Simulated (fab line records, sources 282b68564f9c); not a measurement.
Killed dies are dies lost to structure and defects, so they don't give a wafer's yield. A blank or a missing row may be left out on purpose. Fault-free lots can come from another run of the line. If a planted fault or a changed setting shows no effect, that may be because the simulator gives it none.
A sampling plan put to the test ; flow rit-cmos ; one fab line, 24 faults that these records tell of, each judged on the records of the lots that it struck; 1 more is left out, because the records don't allow judging it
The plan is the line's own looks: the steps of the route at which a gauge or an inspection reads the wafer and doesn't change it. A look is open to judgement when struck wafers have a number at it and the file gives its usual mean and standard deviation on fault-free wafers. Caught: at a look after the fault's first step, the mean of the struck wafers lies 4 or more of those standard deviations (sigma) from the usual mean. On the tool: the same test on the tool's own readings at the fault's steps. Caught also covers a different recipe on the struck wafers, or a record left blank for those wafers only.

## THE FAULTS, as the simulator had put them in
1. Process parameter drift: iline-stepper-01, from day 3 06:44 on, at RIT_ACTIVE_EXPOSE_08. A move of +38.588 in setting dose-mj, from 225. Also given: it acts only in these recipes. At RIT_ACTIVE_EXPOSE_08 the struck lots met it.
2. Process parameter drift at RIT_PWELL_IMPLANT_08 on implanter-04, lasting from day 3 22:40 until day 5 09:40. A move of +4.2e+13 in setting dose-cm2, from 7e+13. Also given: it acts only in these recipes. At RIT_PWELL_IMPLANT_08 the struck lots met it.
3. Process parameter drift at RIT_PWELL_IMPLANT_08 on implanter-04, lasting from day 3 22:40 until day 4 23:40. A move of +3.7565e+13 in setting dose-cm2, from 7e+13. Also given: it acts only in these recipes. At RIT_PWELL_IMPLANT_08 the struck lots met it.
4. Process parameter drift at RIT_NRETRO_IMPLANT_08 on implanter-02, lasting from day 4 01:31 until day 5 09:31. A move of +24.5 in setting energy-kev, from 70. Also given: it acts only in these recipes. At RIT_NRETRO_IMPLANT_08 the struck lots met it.
5. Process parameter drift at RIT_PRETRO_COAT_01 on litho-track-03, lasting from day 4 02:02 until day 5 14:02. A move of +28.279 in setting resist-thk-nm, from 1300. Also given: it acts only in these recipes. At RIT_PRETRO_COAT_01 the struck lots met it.
6. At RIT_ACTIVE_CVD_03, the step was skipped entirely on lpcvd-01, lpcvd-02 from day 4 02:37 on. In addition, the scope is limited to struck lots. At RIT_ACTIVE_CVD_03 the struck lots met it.
7. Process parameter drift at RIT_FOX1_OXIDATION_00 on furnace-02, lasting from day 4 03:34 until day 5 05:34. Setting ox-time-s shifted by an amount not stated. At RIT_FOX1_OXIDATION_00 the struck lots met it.
8. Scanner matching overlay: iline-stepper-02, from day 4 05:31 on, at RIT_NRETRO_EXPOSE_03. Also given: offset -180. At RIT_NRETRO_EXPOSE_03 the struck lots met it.
9. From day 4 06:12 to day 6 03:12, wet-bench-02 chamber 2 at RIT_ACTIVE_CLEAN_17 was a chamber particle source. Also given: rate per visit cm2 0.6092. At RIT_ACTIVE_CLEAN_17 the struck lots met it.
10. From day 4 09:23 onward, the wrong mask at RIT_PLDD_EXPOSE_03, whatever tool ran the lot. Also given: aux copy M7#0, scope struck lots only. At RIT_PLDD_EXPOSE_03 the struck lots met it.
11. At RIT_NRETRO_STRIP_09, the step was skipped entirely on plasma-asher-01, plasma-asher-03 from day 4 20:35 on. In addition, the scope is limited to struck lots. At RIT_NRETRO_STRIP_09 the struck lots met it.
12. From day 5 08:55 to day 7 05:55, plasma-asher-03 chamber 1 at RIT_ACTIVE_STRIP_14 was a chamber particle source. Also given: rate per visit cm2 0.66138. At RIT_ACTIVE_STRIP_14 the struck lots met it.
13. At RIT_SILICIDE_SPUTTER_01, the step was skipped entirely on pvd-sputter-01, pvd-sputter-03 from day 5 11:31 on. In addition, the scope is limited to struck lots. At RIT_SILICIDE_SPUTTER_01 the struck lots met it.
14. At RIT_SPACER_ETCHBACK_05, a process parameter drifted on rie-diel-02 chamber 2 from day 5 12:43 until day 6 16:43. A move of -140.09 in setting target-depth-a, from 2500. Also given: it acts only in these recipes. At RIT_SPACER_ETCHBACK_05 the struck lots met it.
15. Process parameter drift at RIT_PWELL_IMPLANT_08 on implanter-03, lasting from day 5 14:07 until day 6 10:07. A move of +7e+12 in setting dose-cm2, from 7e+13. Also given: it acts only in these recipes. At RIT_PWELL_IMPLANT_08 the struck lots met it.
16. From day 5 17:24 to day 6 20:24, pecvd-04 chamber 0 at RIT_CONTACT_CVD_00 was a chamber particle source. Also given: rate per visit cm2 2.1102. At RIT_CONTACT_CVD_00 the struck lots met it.
17. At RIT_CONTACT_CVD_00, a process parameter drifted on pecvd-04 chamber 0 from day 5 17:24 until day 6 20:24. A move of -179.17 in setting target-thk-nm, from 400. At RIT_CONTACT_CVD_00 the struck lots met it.
18. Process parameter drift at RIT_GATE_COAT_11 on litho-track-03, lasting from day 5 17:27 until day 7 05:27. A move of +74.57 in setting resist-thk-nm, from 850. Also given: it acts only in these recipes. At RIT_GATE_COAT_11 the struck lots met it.
19. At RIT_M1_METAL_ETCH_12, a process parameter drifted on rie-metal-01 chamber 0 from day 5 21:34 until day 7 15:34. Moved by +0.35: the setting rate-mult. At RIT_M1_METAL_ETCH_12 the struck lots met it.
20. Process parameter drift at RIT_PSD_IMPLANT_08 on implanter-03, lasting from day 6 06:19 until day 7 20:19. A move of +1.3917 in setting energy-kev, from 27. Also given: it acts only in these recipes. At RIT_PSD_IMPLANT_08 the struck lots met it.
21. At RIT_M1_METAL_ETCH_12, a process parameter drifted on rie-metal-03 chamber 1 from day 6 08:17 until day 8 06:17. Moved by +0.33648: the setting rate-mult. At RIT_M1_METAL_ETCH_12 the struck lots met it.
22. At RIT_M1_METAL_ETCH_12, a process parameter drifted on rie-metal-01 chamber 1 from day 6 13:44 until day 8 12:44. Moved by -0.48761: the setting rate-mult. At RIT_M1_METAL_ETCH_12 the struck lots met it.
23. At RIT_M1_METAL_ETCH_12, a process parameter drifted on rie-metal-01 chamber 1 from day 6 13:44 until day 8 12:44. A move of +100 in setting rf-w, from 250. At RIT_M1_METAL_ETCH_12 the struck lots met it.
24. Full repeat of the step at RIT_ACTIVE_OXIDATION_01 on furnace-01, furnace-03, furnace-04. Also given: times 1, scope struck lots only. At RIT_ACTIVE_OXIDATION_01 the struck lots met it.

## WHAT THE PLAN SAW
fault;on the tool itself;first look that catches it;reading, sigma;median hours from its first step to that look;hours from the fault's start to the first struck lot there;judged looks passed uncaught
1;exposure-dose-mJ-cm2 +99 or beyond sigma;RIT_ACTIVE_CD_MEAS_11;cd-nm -15;0.4;6;0
2;dose-ions-cm2 +99 or beyond sigma;RIT_PWELL_TW_MEAS_10;PWELL_TW +19;0.3;2;0
3;dose-ions-cm2 +99 or beyond sigma;RIT_PWELL_TW_MEAS_10;PWELL_TW +17;0.3;2;0
4;beam-energy-keV +99 or beyond sigma;RIT_NRETRO_TW_MEAS_10;NRETRO_TW +8.2;0.3;3;0
5;under 2 sigma;not the one look that can be judged after it;-;-;-;1
6;the tool's record is blank for the struck wafers;not the one look that can be judged after it;-;-;-;1
7;no reading that can be judged;RIT_FOX1_THK_MEAS_01;FOX1_OXIDE_THK -23;1.3;11;0
8;no reading that can be judged;RIT_NRETRO_OVL_MEAS_06;NRETRO_OVL -90;0.4;8;0
9;no reading that can be judged;no look after it can be judged;-;-;-;0
10;under 2 sigma;RIT_PLDD_TW_MEAS_10;PLDD_TW -99 or beyond;0.9;3;0
11;the tool's record is blank for the struck wafers;RIT_PRETRO_TW_MEAS_10;PRETRO_TW -99 or beyond;1.9;5;0
12;under 2 sigma;none of the 2 looks that can be judged after it;-;-;-;2
13;the tool's record is blank for the struck wafers;no look after it can be judged;-;-;-;0
14;oes-product-au +4.3 sigma;no look after it can be judged;-;-;-;0
15;dose-ions-cm2 +85 sigma;RIT_WELLDRIVE_RS_MEAS_02;PWELL_RS -20;5.8;8;0
16;under 2 sigma;none of the 2 looks that can be judged after it;-;-;-;2
17;under 2 sigma;RIT_CONTACT_THK_MEAS_01;CONTACT_TEOS_THK -41;0.1;7;0
18;no reading that can be judged;RIT_GATE_CD_MEAS_16;cd-nm +4.9;0.7;3;0
19;under 2 sigma;not the one look that can be judged after it;strongest: cd-nm at RIT_M1_CD_MEAS_90, -3.2;-;-;1
20;beam-energy-keV +99 or beyond sigma;RIT_SDANNEAL_RS_MEAS_04;PSD_RS -12;0.8;3;0
21;under 2 sigma;not the one look that can be judged after it;strongest: cd-nm at RIT_M1_CD_MEAS_90, -3.8;-;-;1
22;oes-product-au -6.0 sigma;not the one look that can be judged after it;strongest: cd-nm at RIT_M1_CD_MEAS_90, +3.8;-;-;1
23;rf-fwd-power-W +99 or beyond sigma;RIT_M1_CD_MEAS_90;cd-nm -7.4;0.5;10;0
24;under 2 sigma;RIT_ACTIVE_THK_MEAS_02;ACTIVE_OXIDE_THK +34;4.0;-;0
Dash: fault not caught, or number not given in these records.

Caught at a look: 14 of 24. Caught on the tool: 12 of 24. By one or the other: 18 of 24.
Faults 6, 13, 14, 22 were caught on the tool alone.
Caught at a look alone: faults 7, 8, 10, 17, 18, 24.
Caught by neither: faults 5, 9, 12, 16, 19, 21.

## THINNER SAMPLING
If the look that catches a fault measured only every second or every third lot, by lot number, the first struck lot would be measured this late in the worst case:
fault;struck lots at that look, in order of time;every lot;every second lot;every third lot
1;L607, L610, L611;6 h;20 h;may miss all 3
2;L973, L974;2 h;8 h;may miss all 2
3;L319, L320;2 h;8 h;may miss all 2
4;L794, L796, L797;3 h;16 h;may miss all 3
7;L877, L878;11 h;16 h;may miss all 2
8;L501, L505, L506;8 h;32 h;32 h
10;L478;3 h;may miss it;may miss it
11;L541, L542, L543;5 h;9 h;14 h
15;L656, L657;8 h;14 h;may miss all 2
17;L274, L277;7 h;26 h;may miss all 2
18;L283, L287;3 h;may miss all 2;may miss all 2
20;L737, L739;3 h;may miss all 2;may miss all 2
23;L949, L951;10 h;may miss all 2;may miss all 2
Hours are from the fault's start to the first struck lot that is measured. The test against the limit of 4 sigma pooled every struck wafer, which means one lot taken alone may stay below that limit. Other struck lots may not be in these records.

## THE LONGEST TIMED WAY FROM STEP TO LOOK
Fault 15: a median of 5.8 hours passes between RIT_PWELL_IMPLANT_08 and RIT_WELLDRIVE_RS_MEAS_02. No look between them can be judged.
